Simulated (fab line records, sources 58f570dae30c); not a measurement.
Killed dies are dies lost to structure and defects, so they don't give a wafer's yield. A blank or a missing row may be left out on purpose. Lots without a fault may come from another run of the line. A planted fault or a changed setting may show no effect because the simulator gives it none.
A struck lot beside a sound one | flow berkeley_cmos170 | 15 steps out of a route of 331
Sound: wafers L673.4, L673.5, L673.6. Struck: wafers L681.2, L681.5, L681.6. The cause comes at the end.
At each step with rows: each side's tool, then ch and its chambers, then its first start. Under that, the readings that differ: sound wafers | struck wafers | difference of the means | sigmas: that difference in standard deviations of wafers without a fault.
alike: readings whose means differ by less than 2 such deviations, and words and numbers that are the same on both sides. not compared: withheld readings, readings that some wafer has no value for, bounds like >300 that may hide the same value, and numbers for which the record gives no deviation and whose values overlap.
The two part at a step that has a row with sigmas, a row that says differs or no value, or rows on one side only. Numbers that don't overlap but have no deviation are shown without sigmas and don't part them. A reading that every wafer of one side lacks parts them only if that side has two wafers or more.

UCB170_V2_OVL_MEAS_13:
  sound on overlay-01, day 9 08:36; struck on overlay-01, day 10 16:17
  alike: V2_OVL
UCB170_V2_ETCH_14: etches SiO2 in CHF3/CF4/Ar, stops on Al, target depth 1250 nm, time 291 s.
  sound on rie_diel-01 ch 1,2, day 9 08:37; struck on rie_diel-01 ch 0,1,3, day 10 16:19
  alike: drypump_motor_current_A, oes_product_au, throttle_valve_pct
  not compared: rf_hours_counter_h
UCB170_V2_STRIP_15: strips in O2.
  sound on plasma_asher-04 ch 0,1, day 9 08:50; struck on plasma_asher-03 ch 0,1, day 10 16:30
  alike: chamber_pressure_mTorr, drypump_motor_current_A, oes_product_au, strip_time_to_endpoint_s
  not compared: rf_hours_counter_h
UCB170_V2_CD_MEAS_90: target cd 700 nm.
  sound on cd_sem-02, day 9 08:58; struck on cd_sem-02, day 10 16:37
  alike: cd_nm
then, 1 step without rows for these wafers: UCB170_M3_PRE_CLEAN_00 (preclean etch time 60 s).
UCB170_M3_SPUTTER_01: material Al, target thk 900 nm, time 120 s.
  sound on pvd_sputter-02, day 9 09:05; struck on pvd_sputter-01, day 10 16:47
  alike: throttle_valve_pct
UCB170_M3_RS_MEAS_02: measures by four-point-probe.
  sound on film_metro-04, day 9 09:14; struck on film_metro-03, day 10 16:53
  alike: M3_AL_RS
UCB170_M3_THK_MEAS_03: measures by xrf.
  sound on film_metro-04, day 9 09:19; struck on film_metro-03, day 10 17:00
  alike: M3_AL_THK
then, 3 steps without rows for these wafers: UCB170_M3_HMDS_04 (prime time 60 s); UCB170_M3_COAT_05 (resist thk 900 nm); UCB170_M3_SOFTBAKE_06 (time 60 s).
UCB170_M3_STRIP_07: strips in O2.
  sound on plasma_asher-02 ch 0,1, day 9 09:54; struck on plasma_asher-02 ch 0,1, day 10 18:19
  alike: chamber_pressure_mTorr, drypump_motor_current_A, oes_product_au, strip_time_to_endpoint_s
  not compared: rf_hours_counter_h
UCB170_M3_STRIP_08: strips KrF in DMSO, time 600 s.
  sound on wet_bench-02 ch 2, day 9 10:01; struck on wet_bench-04 ch 3, day 10 18:25
  no value came back on the struck wafers for bath_guard_temp_C (C), bath_heat_duty_pct (%); on the sound wafers bath_guard_temp_C (C) reads 81.1 80.9 80.7
then, 1 step without rows for these wafers: UCB170_M3_COAT_09.
UCB170_M3_PROBE_99:
  the record has rows for the sound wafers here (prober-01, day 9 13:01) and none for the struck ones

WHERE THEY PART
First at UCB170_M3_STRIP_08; last, within this record, at UCB170_M3_PROBE_99.

WHY: what the simulator had put in
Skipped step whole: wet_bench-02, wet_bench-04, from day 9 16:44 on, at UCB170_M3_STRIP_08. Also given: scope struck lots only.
